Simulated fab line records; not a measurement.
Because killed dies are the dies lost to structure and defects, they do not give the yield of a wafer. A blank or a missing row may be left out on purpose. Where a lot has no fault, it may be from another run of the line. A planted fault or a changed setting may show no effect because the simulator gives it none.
A struck lot beside a sound one / flow rit_cmos / 17 steps out of a route of 202
Sound: the wafers L120.1, L120.3, L120.5. The struck wafers were L127.1, L127.5, L127.6. At the end, the cause is stated.
At each step with rows: each side's tool, then ch and its chambers, then its first start. Under that, the readings that differ: sound wafers / struck wafers / difference of the means / sigmas: that difference in standard deviations of wafers without a fault.
alike: a reading whose means differ by less than 2 such deviations, as well as words and numbers matching on both sides. not compared: withheld readings; readings where some wafer has no value; bounds like >300 that might hide an equal value; numbers whose values overlap and for which the record gives no deviation.
Wherever a step has rows on one side only, a row that says differs or no value, or a row with sigmas, the two part there. Numbers that don't overlap but have no deviation are shown without sigmas and don't part them. A reading that every wafer of one side lacks parts them only if that side has two wafers or more.

RIT_NWELL_TW_MEAS_10:
  sound on film_metro-04 at day 3 03:14; struck on film_metro-03 at day 4 14:56
  alike: NWELL_TW
then, 6 steps without rows for these wafers: RIT_PWELL_HMDS_00 (prime time 60 s); RIT_PWELL_COAT_01 (resist thk 1300 nm); RIT_PWELL_SOFTBAKE_02 (time 60 s); RIT_PWELL_EXPOSE_03 (exposes mask M3, target cd 43700 nm); RIT_PWELL_PEB_04; RIT_PWELL_DEVELOP_05 (develop time 68 s).
RIT_PWELL_OVL_MEAS_06:
  sound on overlay-01 at day 3 04:18; struck on overlay-02 at day 4 16:02
  alike: PWELL_OVL
then, 2 steps without rows for these wafers: RIT_PWELL_HARDBAKE_07 (time 120 s); RIT_PWELL_IMPLANT_08.
RIT_PWELL_STRIP_09: strips in O2, time 180 s.
  sound on plasma_asher-03 ch 0,1, day 3 04:44; struck on plasma_asher-02 ch 0,1, day 4 16:28
  alike: drypump_motor_current_A
  not compared: rf_hours_counter_h
RIT_PWELL_TW_MEAS_10:
  sound on film_metro-04 at day 3 04:55; struck on film_metro-01 at day 4 16:39
reading=PWELL_TW; sound=935 936 933; struck=954 952 951; difference=+18; sigmas=+2
RIT_WELLDRIVE_ANNEAL_00: time 14700 s.
  sound on furnace-01 ch 0, day 3 05:40; struck on furnace-01 ch 0, day 4 20:14
reading=run_length_s (s); sound=18275 18275 18275; struck=12395 12395 12395; difference=-5880; sigmas=-99 or more
  alike: spike_tc_centre_C, zone_power_source_pct
RIT_WELLDRIVE_RS_MEAS_01: uses a four-point probe to measure.
  sound on film_metro-04 at day 3 10:45; struck on film_metro-04 at day 5 01:19
reading=NWELL_RS (ohm/sq); sound=274.7 274.7 275.2; struck=299.9 300.8 301.7; difference=+25.9; sigmas=+33
RIT_WELLDRIVE_RS_MEAS_02: uses a four-point probe to measure.
  sound on film_metro-04 at day 3 10:52; struck on film_metro-04 at day 5 01:26
reading=PWELL_RS (ohm/sq); sound=431.3 431.2 433.3; struck=456.7 456.6 457.6; difference=+25.0; sigmas=+23
then, 1 step without rows for these wafers: RIT_NRETRO_HMDS_00 (prime time 60 s).
RIT_M1_PROBE_99:
  sound on prober-02 at day 4 16:40; struck on prober-02 at day 6 06:35
reading=model.etest.nwell_pinched.rs_ohm_sq; sound=338 336.3 339.4; struck=383.1 383.8 391.9; difference=+48.4; sigmas=
reading=model.etest.pwell_pinched.rs_ohm_sq; sound=465.6 455.3 463.4; struck=484.3 483.7 494.9; difference=+26.2; sigmas=
reading=model.etest.pwell.rs_ohm_sq; sound=419.1 416.1 416.8; struck=443.5 443.1 442.8; difference=+25.8; sigmas=
reading=model.etest.pmos_narrow.drive_ua_um; sound=100.4 104.1 98.11; struck=91.08 91.15 89.84; difference=-10.18; sigmas=
reading=model.etest.pmos_0p3.drive_ua_um; sound=98.17 100.2 95.8; struck=91.69 90.38 90.8; difference=-7.10; sigmas=
reading=model.etest.field_n.vt_v (V); sound=34.02 33.03 33.46; struck=38.9 38.87 38.81; difference=+5.4; sigmas=
reading=model.etest.field_p_metal.vt_v (V); sound=-28.65 -29.39 -29.24; struck=-24.99 -24.9 -24.94; difference=+4.15; sigmas=
reading=model.etest.field_p.vt_v (V); sound=-12.74 -12.76 -12.7; struck=-11.22 -11.26 -11.18; difference=+1.51; sigmas=
  alike: killed_at_contacts, killed_at_front_end, killed_dies, killed_open, killed_short

== WHERE THEY PART ==
Earliest at RIT_PWELL_TW_MEAS_10; latest, in this record, at RIT_WELLDRIVE_RS_MEAS_02. Later steps at which nothing parts them and some readings are alike: RIT_M1_PROBE_99.

WHY: what the simulator had put in
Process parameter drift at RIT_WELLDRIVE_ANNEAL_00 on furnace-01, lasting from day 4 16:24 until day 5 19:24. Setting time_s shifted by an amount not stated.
